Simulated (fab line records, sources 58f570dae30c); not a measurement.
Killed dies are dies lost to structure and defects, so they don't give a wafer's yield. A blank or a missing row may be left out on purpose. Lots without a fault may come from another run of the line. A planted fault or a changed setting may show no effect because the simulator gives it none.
Chamber matching | flow berkeley_cmos170 | UCB170_M3_ETCH_17 on rie_diel-01: 4 sister chambers
The step etches BARC in N2/H2. 8 wafers are shown with their chamber, then 7 later ones without.

WAFERS WITH THEIR CHAMBER
wafer  | chamber | throttle_valve_pct (%) | oes_product_au (a.u.)
L998.2 | 2       | 13.52                  | 0.985
L998.3 | 3       | 13.40                  | 0.991
L104.2 | 3       | 13.42                  | 0.997
L106.1 | 0       | 13.24                  | 1.013
L106.5 | 0       | 13.22                  | 1.003
L107.2 | 1       | 13.36                  | 1.000
L107.5 | 1       | 13.35                  | 0.986
L107.6 | 2       | 13.50                  | 0.996

WAFERS WITHOUT THEIR CHAMBER
wafer  | throttle_valve_pct (%) | oes_product_au (a.u.)
L108.1 | 13.35                  | 0.990
L108.3 | 13.23                  | 1.013
L108.4 | 13.42                  | 1.002
L111.2 | 13.22                  | 1.023
L111.3 | 13.52                  | 0.996
L114.3 | 13.52                  | 0.991
L114.6 | 13.20                  | 1.016

WHICH CHAMBER EACH WENT THROUGH
wafer  | from the rows above | in truth
L108.1 | 1                   | 1
L108.3 | 0                   | 0
L108.4 | 3                   | 3
L111.2 | 0                   | 0
L111.3 | 2                   | 2
L114.3 | 2                   | 2
L114.6 | 0                   | 0
Placed correctly: 7 of 7. Can't be placed from these rows: 0. Placed wrongly: 0.
How it was worked out, from the rows above alone: a wafer's distance from a chamber is the root of the sum, over the readings, of the square of ((its reading less the chamber's mean) divided by the reading's scatter). The wafer belongs to the nearest chamber; if the next one is less than 2 further off, it can't be placed. A chamber's mean is the mean of its shown wafers. The scatter: the root of (the sum of the squares of (reading less its chamber's mean) over the shown wafers, divided by (wafers less chambers)).
